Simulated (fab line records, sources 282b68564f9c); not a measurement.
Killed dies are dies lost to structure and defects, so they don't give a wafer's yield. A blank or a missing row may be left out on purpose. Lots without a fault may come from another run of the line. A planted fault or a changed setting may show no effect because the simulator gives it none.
One fault seen from 2 desks | flow rit_cmos | each desk has only its own numbers; what lay behind them comes last

THE METROLOGY DESK
What the gauges read, lot by lot, whatever tool the lot ran on: means of the sampled wafers that have a number. A lot is out of limits, marked OUT, if its mean lies more than 4 standard deviations from the usual mean; the brackets give that distance.
Columns: A = GATE_POLY_THK at RIT_GATE_THK_MEAS_09, usual 249.5 nm
lot  | first seen here | A
L454 | day 2 12:37     | 251.1
L455 | day 2 16:31     | 249.0
L456 | day 2 21:02     | 249.6
L457 | day 3 02:58     | 250.7
L458 | day 3 07:43     | 247.0
L462 | day 4 08:07     | 249.7
L464 | day 4 16:41     | 273.0 (+12) OUT
L468 | day 5 09:12     | 250.5
L469 | day 5 15:08     | 246.8
L470 | day 5 19:10     | 250.5
L471 | day 6 01:45     | 251.0
L473 | day 6 10:04     | 248.2
L476 | day 7 01:22     | 250.8
This desk's finding: out of limits on L464; first on L464, day 4 16:41 (GATE_POLY_THK at RIT_GATE_THK_MEAS_09). In limits: L454, L455, L456, L457, L458, L462, L468, L469, L470, L471, L473, L476.

THE TOOL OWNER'S DESK: lpcvd-02
The tool's own readings at RIT_GATE_CVD_08 (deposits poly-Si from SiH4, target thk 250 nm, time 2220 s): means of the sampled wafers that have a number, for each lot that ran on this tool. A lot is out of limits, marked OUT, if its mean lies more than 4 standard deviations from the usual mean; the brackets give that distance.
Columns: A = spike_tc_source_C at RIT_GATE_CVD_08, usual 633 C; B = susceptor_temp_C at RIT_GATE_CVD_08, usual 610.03 C; C = zone_power_load_pct at RIT_GATE_CVD_08, usual 11.9 %; D = zone_power_source_pct at RIT_GATE_CVD_08, usual 12.3 %
lot  | first seen here | A   | B      | C    | D
L454 | day 2 10:59     | 628 | 610.10 | 10.6 | 12.6
L455 | day 2 14:53     | 640 | 609.88 | 12.0 | 12.4
L457 | day 3 01:22     | 628 | 610.24 | 10.6 | 12.5
L458 | day 3 06:05     | 641 | 610.07 | 11.9 | 12.4
L462 | day 4 06:29     | 640 | 609.80 | 11.9 | 12.5
L464 | day 4 15:04     | 628 | 610.33 | 10.7 | 12.5
L473 | day 6 08:26     | 640 | 610.29 | 11.9 | 12.5
This desk's finding: nothing out of limits on any of the 7 lots.

PUT TOGETHER
The metrology desk could have raised an alarm at day 4 16:41, on L464.
The tool owner's desk saw nothing out of limits.
The tool owner's desk has L464 on record, within its limits.
Of the lots named, all ran RIT_GATE_CVD_08 on lpcvd-02.

WHAT THE SIMULATOR HAD PUT IN
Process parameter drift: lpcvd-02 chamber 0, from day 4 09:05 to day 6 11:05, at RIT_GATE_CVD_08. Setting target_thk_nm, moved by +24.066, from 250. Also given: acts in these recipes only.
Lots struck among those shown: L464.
Hours from the fault's start to each desk's first reading out of limits: the metrology desk, 8.
